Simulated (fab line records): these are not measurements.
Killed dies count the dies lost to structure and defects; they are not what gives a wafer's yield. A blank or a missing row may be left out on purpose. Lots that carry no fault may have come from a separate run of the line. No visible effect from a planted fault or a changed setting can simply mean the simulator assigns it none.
Commonality check across tools || flow rit cmos || 15 lots and 45 wafers in the sample

== WHY IT WAS OPENED ==
RIT_WELLDRIVE_RS_MEAS_01, reading NWELL_RS: flagged on 3 of 15 lots. Fault-free wafers read 275.3 ohm/sq, with a standard deviation of 0.69.
Rule: a lot gets a flag if all its wafers with a number sit over 4 standard deviations from that mean, or if no wafer of it has a number. As for the other lots, they are considered sound.

{"lot": "L533", "measured": "day 2 05:49", "on": "film metro-04", "NWELL_RS (ohm/sq), wafer by wafer": "275.1 275.3 275.9", "flag": ""}
{"lot": "L534", "measured": "day 2 09:27", "on": "film metro-01", "NWELL_RS (ohm/sq), wafer by wafer": "275.9 275.4 274.8", "flag": ""}
{"lot": "L535", "measured": "day 2 16:31", "on": "film metro-02", "NWELL_RS (ohm/sq), wafer by wafer": "274.8 274.0 274.4", "flag": ""}
{"lot": "L536", "measured": "day 2 21:01", "on": "film metro-02", "NWELL_RS (ohm/sq), wafer by wafer": "273.7 274.4 273.7", "flag": ""}
{"lot": "L537", "measured": "day 3 01:41", "on": "film metro-02", "NWELL_RS (ohm/sq), wafer by wafer": "274.8 274.6 274.7", "flag": ""}
{"lot": "L538", "measured": "day 3 06:03", "on": "film metro-02", "NWELL_RS (ohm/sq), wafer by wafer": "297.3 301.5 299.7", "flag": "FLAGGED"}
{"lot": "L539", "measured": "day 3 14:25", "on": "film metro-02", "NWELL_RS (ohm/sq), wafer by wafer": "292.9 289.1 282.5", "flag": "FLAGGED"}
{"lot": "L540", "measured": "day 3 21:28", "on": "film metro-01", "NWELL_RS (ohm/sq), wafer by wafer": "280.3 289.5 291.6", "flag": "FLAGGED"}
{"lot": "L547", "measured": "day 5 09:52", "on": "film metro-02", "NWELL_RS (ohm/sq), wafer by wafer": "276.1 276.5 275.8", "flag": ""}
{"lot": "L550", "measured": "day 5 19:32", "on": "film metro-02", "NWELL_RS (ohm/sq), wafer by wafer": "276.5 276.2 276.2", "flag": ""}
{"lot": "L549", "measured": "day 5 19:33", "on": "film metro-04", "NWELL_RS (ohm/sq), wafer by wafer": "274.7 275.4 274.9", "flag": ""}
{"lot": "L552", "measured": "day 6 08:55", "on": "film metro-02", "NWELL_RS (ohm/sq), wafer by wafer": "275.7 276.5 276.5", "flag": ""}
{"lot": "L553", "measured": "day 6 11:18", "on": "film metro-01", "NWELL_RS (ohm/sq), wafer by wafer": "275.3 274.8 275.1", "flag": ""}
{"lot": "L554", "measured": "day 6 16:20", "on": "film metro-01", "NWELL_RS (ohm/sq), wafer by wafer": "275.8 275.1 273.9", "flag": ""}
{"lot": "L555", "measured": "day 6 22:10", "on": "film metro-02", "NWELL_RS (ohm/sq), wafer by wafer": "275.6 274.5 274.9", "flag": ""}
Average over the flagged lots: 291.6 ohm/sq; offset from the usual +16.3 ohm/sq, equal to +24 standard deviations.

== LOT BY LOT: THE TOOL USED ==
The record holds 1 process step before the reading, out of a route of 202 steps. Cell contents, in order: the tool; ch with the chambers the sampled wafers went through; the start.
{"lot": "L533", "flag": "", "RIT_WELLDRIVE_ANNEAL_00": "furnace-04 ch 0, day 2 00:44"}
{"lot": "L534", "flag": "", "RIT_WELLDRIVE_ANNEAL_00": "furnace-03 ch 0, day 2 04:22"}
{"lot": "L535", "flag": "", "RIT_WELLDRIVE_ANNEAL_00": "furnace-04 ch 0, day 2 11:25"}
{"lot": "L536", "flag": "", "RIT_WELLDRIVE_ANNEAL_00": "furnace-01 ch 0, day 2 15:56"}
{"lot": "L537", "flag": "", "RIT_WELLDRIVE_ANNEAL_00": "furnace-03 ch 0, day 2 20:36"}
{"lot": "L538", "flag": "FLAGGED", "RIT_WELLDRIVE_ANNEAL_00": "furnace-01 ch 0, day 3 00:58"}
{"lot": "L539", "flag": "FLAGGED", "RIT_WELLDRIVE_ANNEAL_00": "furnace-01 ch 0, day 3 09:20"}
{"lot": "L540", "flag": "FLAGGED", "RIT_WELLDRIVE_ANNEAL_00": "furnace-01 ch 0, day 3 16:21"}
{"lot": "L547", "flag": "", "RIT_WELLDRIVE_ANNEAL_00": "furnace-04 ch 0, day 5 04:46"}
{"lot": "L550", "flag": "", "RIT_WELLDRIVE_ANNEAL_00": "furnace-03 ch 0, day 5 14:27"}
{"lot": "L549", "flag": "", "RIT_WELLDRIVE_ANNEAL_00": "furnace-03 ch 0, day 5 14:27"}
{"lot": "L552", "flag": "", "RIT_WELLDRIVE_ANNEAL_00": "furnace-04 ch 0, day 6 03:50"}
{"lot": "L553", "flag": "", "RIT_WELLDRIVE_ANNEAL_00": "furnace-03 ch 0, day 6 06:09"}
{"lot": "L554", "flag": "", "RIT_WELLDRIVE_ANNEAL_00": "furnace-03 ch 0, day 6 11:14"}
{"lot": "L555", "flag": "", "RIT_WELLDRIVE_ANNEAL_00": "furnace-01 ch 0, day 6 17:03"}
What is done by these steps:
- RIT_WELLDRIVE_ANNEAL_00: time 14700 s.
- RIT_WELLDRIVE_RS_MEAS_01: measures by four-point-probe.

== FLAGGED AGAINST TOTAL, ONE TOOL AT A TIME (gauges that did the reading follow at the end) ==
{"step": "RIT_WELLDRIVE_ANNEAL_00", "tool": "furnace-01", "lots run": 5, "flagged": 3, "share of the flagged lots": "all", "sound lots run after its first flagged lot": "1 (L555)"}
{"step": "RIT_WELLDRIVE_ANNEAL_00", "tool": "furnace-03", "lots run": 6, "flagged": 0, "share of the flagged lots": "none", "sound lots run after its first flagged lot": "-"}
{"step": "RIT_WELLDRIVE_ANNEAL_00", "tool": "furnace-04", "lots run": 4, "flagged": 0, "share of the flagged lots": "none", "sound lots run after its first flagged lot": "-"}
{"step": "RIT_WELLDRIVE_RS_MEAS_01", "tool": "film metro-01", "lots run": 4, "flagged": 1, "share of the flagged lots": "some", "sound lots run after its first flagged lot": "2 (L553,L554)"}
{"step": "RIT_WELLDRIVE_RS_MEAS_01", "tool": "film metro-02", "lots run": 9, "flagged": 2, "share of the flagged lots": "some", "sound lots run after its first flagged lot": "4 (L547,L550,L552,L555)"}
{"step": "RIT_WELLDRIVE_RS_MEAS_01", "tool": "film metro-04", "lots run": 2, "flagged": 0, "share of the flagged lots": "none", "sound lots run after its first flagged lot": "-"}

== WHAT THE TABLE ALLOWS ==
Rows of the table that ran each flagged lot: 1, that is furnace-01 at RIT_WELLDRIVE_ANNEAL_00.
- furnace-01 at RIT_WELLDRIVE_ANNEAL_00: 3 of its 5 lots flagged. Sound lots ran on it after the first flagged one (L555), which a lasting fault on the whole tool wouldn't allow. Its own readings lie more than 4 standard deviations out on every wafer of the flagged lots: spike tc centre C, zone power centre pct.
There is no row in the table that ran each flagged lot and no sound lot after the first.

== WHAT THE SIMULATOR PUT IN ==
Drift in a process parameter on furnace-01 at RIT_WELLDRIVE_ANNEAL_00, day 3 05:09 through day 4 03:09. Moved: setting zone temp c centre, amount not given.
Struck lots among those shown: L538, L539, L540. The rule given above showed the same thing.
